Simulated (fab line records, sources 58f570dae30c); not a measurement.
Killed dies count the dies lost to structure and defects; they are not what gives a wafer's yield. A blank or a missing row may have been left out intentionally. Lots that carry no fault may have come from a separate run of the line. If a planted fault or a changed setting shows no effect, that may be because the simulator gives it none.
Comparing a struck lot with a sound one -- flow berkeley cmos170 -- 17 steps out of a route of 331
Sound: the wafers L230.3, L230.4, L230.5. Wafers struck: L248.1, L248.2, L248.3. Last of all comes the cause.
Each step with rows lists, per side, the tool, then ch with its chambers, then its first start. Under that, the readings that differ: sound wafers -- struck wafers -- difference of the means -- sigmas: that difference in standard deviations of wafers without a fault.
alike: same words and numbers on both sides, and readings whose means sit less than 2 such deviations apart. not compared: any withheld reading, any reading some wafer has no value for, any bound like >300 that may hide the same value, and any number with overlapping values for which the record gives no deviation.
Wherever a step has rows on one side only, a row that says differs or no value, or a row with sigmas, the two part there. When numbers do not overlap yet have no deviation, they are printed without sigmas and do not part them. Lack of a reading on every wafer of one side parts them only where that side has two or more wafers.

first, 1 step without rows for these wafers: UCB170_GATE_DEVELOP_11 (develop time 45 s).
UCB170_GATE_CD_MEAS_12 targets a cd of 350 nm.
  sound: cd sem-01 at day 8 07:07; struck: cd sem-01 at day 12 02:44
  alike: cd nm
UCB170_GATE_OVL_MEAS_13:
  sound: overlay-02 at day 8 07:13; struck: overlay-02 at day 12 02:52
  alike: GATE_OVL
UCB170_GATE_ETCH_14: etches BARC in N2/H2.
  sound on rie diel-04 ch 0,1,3, day 8 07:14; struck on rie diel-01 ch 1,2,3, day 12 02:54
  alike: drypump motor current A, oes product au, throttle valve pct
UCB170_GATE_ETCH_15: etches poly-Si in HBr/Cl2, stops on SiO2, time 56.3 s, target depth 278.2 nm.
  sound on rie si-02 ch 0,2, day 8 07:17; struck on rie si-02 ch 0,2,3, day 12 02:56
  alike: drypump motor current A, oes product au, throttle valve pct
  not compared: rf hours counter h
UCB170_GATE_STRIP_16: strips in O2.
  sound on plasma asher-02 ch 0,1, day 8 07:22; struck on plasma asher-04 ch 0,1, day 12 02:59
  alike: drypump motor current A, oes product au
  not compared: rf hours counter h
UCB170_GATE_CD_MEAS_90 targets a cd of 350 nm.
  sound: cd sem-01 at day 8 07:28; struck: cd sem-01 at day 12 03:05
  alike: cd nm
then, 5 steps without rows for these wafers: UCB170_GATE_CLEAN_17 (cleans in SPM, time 600 s); UCB170_PLDD_HMDS_00 (prime time 60 s); UCB170_PLDD_COAT_01 (resist thk 900 nm); UCB170_PLDD_SOFTBAKE_02 (time 60 s); UCB170_PLDD_EXPOSE_03 (exposes mask PSELECT, target cd 1200 nm).
UCB170_PLDD_PEB_04:
  sound on litho track-04 ch 0, day 8 08:28; struck on litho track-01 ch 0, day 12 05:22
reading,sound,struck,difference,sigmas
heater power total W (W),56.79 56.82 56.78,65.19 65.22 65.13,+8.38,+99 or more
then, 1 step without rows for these wafers: UCB170_PLDD_DEVELOP_05 (develop time 45 s).
UCB170_PLDD_CD_MEAS_06 targets a cd of 1200 nm.
  sound: cd sem-01 at day 8 08:44; struck: cd sem-01 at day 12 05:39
reading,sound,struck,difference,sigmas
cd nm (nm),1200.5 1200.9 1200.9,1165.0 1164.9 1166.4,-35.3,-27
UCB170_PLDD_OVL_MEAS_07:
  sound: overlay-02 at day 8 08:49; struck: overlay-01 at day 12 05:46
reading,sound,struck,difference,sigmas
PLDD_OVL (nm),-8 -10 -6,4 3 3,+11,+2
UCB170_M3_PROBE_99:
  the record has rows for the sound wafers here (prober-01, day 10 05:20) and none for the struck ones

WHERE THEY PART
Last at UCB170_M3_PROBE_99 as far as this record goes, first at UCB170_PLDD_PEB_04.

WHY: what had been put in by the simulator
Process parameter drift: litho track-01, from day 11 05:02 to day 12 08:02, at UCB170_PLDD_PEB_04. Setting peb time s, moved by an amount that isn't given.
